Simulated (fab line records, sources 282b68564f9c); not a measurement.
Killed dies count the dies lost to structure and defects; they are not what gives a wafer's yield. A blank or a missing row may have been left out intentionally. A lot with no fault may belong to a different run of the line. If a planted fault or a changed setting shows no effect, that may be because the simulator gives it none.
Tool commonality check + flow ritCmos + 14 lots, 42 wafers sampled

## THE REASON FOR OPENING IT
2 of 14 lots carry a flag on the reading PLDD_RS at RIT_SDANNEAL_RS_MEAS_06. Wafers without a fault read 178.7 ohm/sq, standard deviation 0.54.
Rule: flag the lot when none of its wafers has a number, or when each of its wafers that has one lies beyond 4 standard deviations from that mean. The rest of the lots are taken to be sound.

| lot  | measured    | on           | PLDD_RS (ohm/sq), wafer by wafer | flag    |
|------|-------------|--------------|----------------------------------|---------|
| L381 | day 3 11:20 | filmMetro-03 | 178.5 178.3 178.2                |         |
| L382 | day 3 18:00 | filmMetro-03 | 178.5 178.0 178.4                |         |
| L386 | day 4 13:07 | filmMetro-03 | 178.7 178.7 178.5                |         |
| L388 | day 5 00:53 | filmMetro-04 | 178.6 178.6 178.5                |         |
| L389 | day 5 07:29 | filmMetro-02 | 177.9 177.9 177.7                |         |
| L390 | day 5 09:18 | filmMetro-03 | 180.0 179.9 179.5                |         |
| L391 | day 5 14:22 | filmMetro-03 | 179.1 179.3 179.8                |         |
| L392 | day 5 19:06 | filmMetro-03 | 178.7 178.9 179.4                |         |
| L393 | day 5 21:04 | filmMetro-04 | 178.1 178.6 178.2                |         |
| L397 | day 6 17:26 | filmMetro-02 | 185.2 184.8 185.1                | FLAGGED |
| L399 | day 7 05:36 | filmMetro-03 | 185.8 185.7 186.2                | FLAGGED |
| L400 | day 7 11:07 | filmMetro-03 | 179.3 179.0 179.5                |         |
| L402 | day 7 21:34 | filmMetro-04 | 178.4 178.9 177.8                |         |
| L403 | day 7 23:58 | filmMetro-04 | 177.9 178.2 178.5                |         |
On average the flagged lots' numbers are 185.5 ohm/sq, which is +6.8 ohm/sq against the usual, or +13 standard deviations.

## EACH LOT AND THE TOOL IT RAN ON
The record holds 1 process step before the reading, out of a route of 202 steps. Cell contents, in order: the tool; ch with the chambers the sampled wafers went through; the start.
| lot  | flag    | RIT_PLDD_IMPLANT_08            |
|------|---------|--------------------------------|
| L381 |         | implanter-03 ch 0, day 3 03:50 |
| L382 |         | implanter-02 ch 0, day 3 10:22 |
| L386 |         | implanter-04 ch 0, day 4 05:34 |
| L388 |         | implanter-02 ch 0, day 4 18:20 |
| L389 |         | implanter-02 ch 0, day 5 00:50 |
| L390 |         | implanter-03 ch 0, day 5 02:34 |
| L391 |         | implanter-02 ch 0, day 5 07:47 |
| L392 |         | implanter-03 ch 0, day 5 12:23 |
| L393 |         | implanter-03 ch 0, day 5 14:22 |
| L397 | FLAGGED | implanter-03 ch 0, day 6 10:16 |
| L399 | FLAGGED | implanter-03 ch 0, day 6 22:15 |
| L400 |         | implanter-02 ch 0, day 7 04:31 |
| L402 |         | implanter-02 ch 0, day 7 15:01 |
| L403 |         | implanter-04 ch 0, day 7 17:26 |
These steps, and what they do:
- RIT_PLDD_IMPLANT_08
- RIT_SDANNEAL_RS_MEAS_06: measures by four-point-probe.

## FLAGGED AGAINST TOTAL, ONE TOOL AT A TIME (gauges that did the reading follow at the end)
| step                    | tool         | lots run | flagged | share of the flagged lots | sound lots run after its first flagged lot |
|-------------------------|--------------|----------|---------|---------------------------|--------------------------------------------|
| RIT_PLDD_IMPLANT_08     | implanter-02 | 6        | 0       | none                      | -                                          |
| RIT_PLDD_IMPLANT_08     | implanter-03 | 6        | 2       | all                       | 0                                          |
| RIT_PLDD_IMPLANT_08     | implanter-04 | 2        | 0       | none                      | -                                          |
| RIT_SDANNEAL_RS_MEAS_06 | filmMetro-02 | 2        | 1       | some                      | 0                                          |
| RIT_SDANNEAL_RS_MEAS_06 | filmMetro-03 | 8        | 1       | some                      | 1 (L400)                                   |
| RIT_SDANNEAL_RS_MEAS_06 | filmMetro-04 | 4        | 0       | none                      | -                                          |

## WHAT THE TABLE ALLOWS
In the table, 1 row covers all flagged lots: implanter-03 at RIT_PLDD_IMPLANT_08.
- implanter-03 at RIT_PLDD_IMPLANT_08: 2 of its 6 lots flagged. A fault beginning between L393 (day 5 14:22), its last sound lot, and L397 (day 6 10:16), its first flagged one, fits the data.
implanter-03 at RIT_PLDD_IMPLANT_08 is the single tool remaining.

## WHAT THE SIMULATOR HAD PUT IN
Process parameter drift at RIT_PLDD_IMPLANT_08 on implanter-03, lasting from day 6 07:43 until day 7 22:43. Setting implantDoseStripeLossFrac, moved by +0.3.
Struck lots among those shown: L397, L399. The rule above found the same.
